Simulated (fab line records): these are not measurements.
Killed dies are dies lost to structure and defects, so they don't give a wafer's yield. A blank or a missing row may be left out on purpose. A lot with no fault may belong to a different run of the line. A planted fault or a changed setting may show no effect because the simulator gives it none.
Split-lot study || flow berkeleyCmos170 || on a route of 331 steps: 5 lots, 23 wafers read

== ON THE SPLIT ==
At UCB170_V1_CMP_02 (polishes SiO2), the setting leaveAboveRefNm was moved away from the recipe's 1000 nm on 7 of the 23 wafers read, by -4.8% to +4.2%. This setting was run at the recipe's value on the other wafers.

Between the split and the reading, the file records no step.

== THE READING ==
V1_POLISHED_THK in nanometres, read at UCB170_V1_THK_MEAS_04. A value of 1000.1 nm with a standard deviation of 1 nm is what fault-free wafers of this fab line usually give.

{"wafer": "L077.3", "tool, chamber at the split": "cmp-01, 1", "leaveAboveRefNm as run, nm": 1000, "against the recipe": "recipe", "V1_POLISHED_THK, nm": 1001.3, "against lot-mates on the recipe": "-"}
{"wafer": "L077.4", "tool, chamber at the split": "cmp-01, 3", "leaveAboveRefNm as run, nm": 1000, "against the recipe": "recipe", "V1_POLISHED_THK, nm": 998.1, "against lot-mates on the recipe": "-"}
{"wafer": "L077.6", "tool, chamber at the split": "cmp-01, 0", "leaveAboveRefNm as run, nm": 1000, "against the recipe": "recipe", "V1_POLISHED_THK, nm": 999.7, "against lot-mates on the recipe": "-"}
{"wafer": "L074.1", "tool, chamber at the split": "cmp-01, 2", "leaveAboveRefNm as run, nm": 1000, "against the recipe": "recipe", "V1_POLISHED_THK, nm": 1001.5, "against lot-mates on the recipe": "-"}
{"wafer": "L074.2", "tool, chamber at the split": "cmp-01, 1", "leaveAboveRefNm as run, nm": 1000, "against the recipe": "recipe", "V1_POLISHED_THK, nm": 998.1, "against lot-mates on the recipe": "-"}
{"wafer": "L074.3", "tool, chamber at the split": "cmp-01, 0", "leaveAboveRefNm as run, nm": 1000, "against the recipe": "recipe", "V1_POLISHED_THK, nm": 999.9, "against lot-mates on the recipe": "-"}
{"wafer": "L074.5", "tool, chamber at the split": "cmp-01, 3", "leaveAboveRefNm as run, nm": 952.2, "against the recipe": "-4.8%", "V1_POLISHED_THK, nm": 951.6, "against lot-mates on the recipe": -48.2}
{"wafer": "L074.6", "tool, chamber at the split": "cmp-01, 2", "leaveAboveRefNm as run, nm": 952.2, "against the recipe": "-4.8%", "V1_POLISHED_THK, nm": 953.1, "against lot-mates on the recipe": -46.7}
{"wafer": "L078.1", "tool, chamber at the split": "cmp-01, 1", "leaveAboveRefNm as run, nm": 1000, "against the recipe": "recipe", "V1_POLISHED_THK, nm": 1001.5, "against lot-mates on the recipe": "-"}
{"wafer": "L078.2", "tool, chamber at the split": "cmp-01, 3", "leaveAboveRefNm as run, nm": 1000, "against the recipe": "recipe", "V1_POLISHED_THK, nm": 1001.2, "against lot-mates on the recipe": "-"}
{"wafer": "L078.3", "tool, chamber at the split": "cmp-01, 0", "leaveAboveRefNm as run, nm": 969.3, "against the recipe": "-3.1%", "V1_POLISHED_THK, nm": 970.5, "against lot-mates on the recipe": -30.9}
{"wafer": "L078.4", "tool, chamber at the split": "cmp-01, 2", "leaveAboveRefNm as run, nm": 969.3, "against the recipe": "-3.1%", "V1_POLISHED_THK, nm": 970.6, "against lot-mates on the recipe": -30.8}
{"wafer": "L078.5", "tool, chamber at the split": "cmp-01, 1", "leaveAboveRefNm as run, nm": 969.3, "against the recipe": "-3.1%", "V1_POLISHED_THK, nm": 971.4, "against lot-mates on the recipe": -30.0}
{"wafer": "L080.1", "tool, chamber at the split": "cmp-02, 2", "leaveAboveRefNm as run, nm": 1000, "against the recipe": "recipe", "V1_POLISHED_THK, nm": 999.1, "against lot-mates on the recipe": "-"}
{"wafer": "L080.2", "tool, chamber at the split": "cmp-02, 0,2", "leaveAboveRefNm as run, nm": 1000, "against the recipe": "recipe", "V1_POLISHED_THK, nm": 1000.7, "against lot-mates on the recipe": "-"}
{"wafer": "L080.4", "tool, chamber at the split": "cmp-02, 1", "leaveAboveRefNm as run, nm": 1042, "against the recipe": "+4.2%", "V1_POLISHED_THK, nm": 1042.6, "against lot-mates on the recipe": "+42.5"}
{"wafer": "L080.5", "tool, chamber at the split": "cmp-02, 1", "leaveAboveRefNm as run, nm": 1042, "against the recipe": "+4.2%", "V1_POLISHED_THK, nm": 1042.1, "against lot-mates on the recipe": "+42.0"}
{"wafer": "L080.6", "tool, chamber at the split": "cmp-02, 0,2", "leaveAboveRefNm as run, nm": 1000, "against the recipe": "recipe", "V1_POLISHED_THK, nm": 1000.4, "against lot-mates on the recipe": "-"}
{"wafer": "L085.1", "tool, chamber at the split": "cmp-01, 1", "leaveAboveRefNm as run, nm": 1000, "against the recipe": "recipe", "V1_POLISHED_THK, nm": 999.4, "against lot-mates on the recipe": "-"}
{"wafer": "L085.2", "tool, chamber at the split": "cmp-01, 0", "leaveAboveRefNm as run, nm": 1000, "against the recipe": "recipe", "V1_POLISHED_THK, nm": 999.2, "against lot-mates on the recipe": "-"}
{"wafer": "L085.3", "tool, chamber at the split": "cmp-01, 3", "leaveAboveRefNm as run, nm": 1000, "against the recipe": "recipe", "V1_POLISHED_THK, nm": 999.3, "against lot-mates on the recipe": "-"}
{"wafer": "L085.4", "tool, chamber at the split": "cmp-01, 2", "leaveAboveRefNm as run, nm": 1000, "against the recipe": "recipe", "V1_POLISHED_THK, nm": 999.5, "against lot-mates on the recipe": "-"}
{"wafer": "L085.6", "tool, chamber at the split": "cmp-01, 1", "leaveAboveRefNm as run, nm": 1000, "against the recipe": "recipe", "V1_POLISHED_THK, nm": 1000.1, "against lot-mates on the recipe": "-"}
The file does not say which wafer passed through which chamber wherever a row lists several chambers: such a row stands for several wafers.

THE FIT
A straight line over all 23 wafers: V1_POLISHED_THK changes by +9.9 nm for each +1% of leaveAboveRefNm; r = +1.00; the points scatter about the line by 1.1 nm.
The same after taking each lot's own level away (the mean of its wafers on the recipe; 23 wafers): +9.99 nm for each +1%; r = +1.00; scatter 0.84 nm.
Per that fit: largest leaveAboveRefNm move, reading shift of 48 nm.
Measured against the standard deviation above, the lots' own levels, which go from 999.50 to 1001.35 nm, span 1.9 times it.
The two slopes are in agreement: the lot-to-lot level therefore moves the slope only a little.
Check: with one of the wafers moved furthest among these (-4.8%) left out of the fit, the line predicts -47.5 nm for it against its lot-mates. Against them it came out at -48.2 nm.

== FURTHER SPLITS ON THESE WAFERS ==
Before the reading, these wafers also passed through other splits. Each is held against what the fit with the lots' levels taken away leaves over:
{"other split on the same wafers": "UCB170_BACKSIDE_COAT_01 resistThkNm", "wafers away from the commonest value": 11, "r with V1_POLISHED_THK (lot level and that fit taken away)": "+0.07"}
{"other split on the same wafers": "UCB170_SDANNEAL_RTA_01 timeS", "wafers away from the commonest value": 11, "r with V1_POLISHED_THK (lot level and that fit taken away)": "+0.03"}
{"other split on the same wafers": "UCB170_CONTACT_CVD_01 sih4FlowSccm", "wafers away from the commonest value": 18, "r with V1_POLISHED_THK (lot level and that fit taken away)": -0.01}
{"other split on the same wafers": "UCB170_M1_SPUTTER_00 chamberPressurePa", "wafers away from the commonest value": 15, "r with V1_POLISHED_THK (lot level and that fit taken away)": -0.06}

== THE WHOLE CHAIN: every reading that the file lists as answering this split, in the file's order ==
{"step": "UCB170_V1_CMP_02", "what it does": "polishes SiO2", "reading": "SiO2_of_V1_CVD_00.thkNm (the simulator's own value, which no gauge read)", "change (the file's fit)": "+9.96 nm for each +1% of the setting", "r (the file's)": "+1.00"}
{"step": "UCB170_V1_THK_MEAS_04", "what it does": "", "reading": "V1_POLISHED_THK", "change (the file's fit)": "+9.98 for each +1% of the setting", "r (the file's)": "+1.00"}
{"step": "UCB170_V1_ETCH_14", "what it does": "etches SiO2 in CHF3/CF4/Ar, stops on Al, target depth 1250 nm, time 291 s", "reading": "V1.featureDepthNm (the simulator's own value, which no gauge read)", "change (the file's fit)": "+9.96 nm for each +1% of the setting", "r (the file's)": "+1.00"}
{"step": "UCB170_V1_ETCH_14", "what it does": "etches SiO2 in CHF3/CF4/Ar, stops on Al, target depth 1250 nm, time 291 s", "reading": "etch.depthNm (the simulator's own value, which no gauge read)", "change (the file's fit)": "+9.96 nm for each +1% of the setting", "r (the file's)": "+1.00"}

== FILE'S OWN FIT ==
V1_POLISHED_THK changes by +9.98 nm for each +1% of leaveAboveRefNm, r = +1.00.
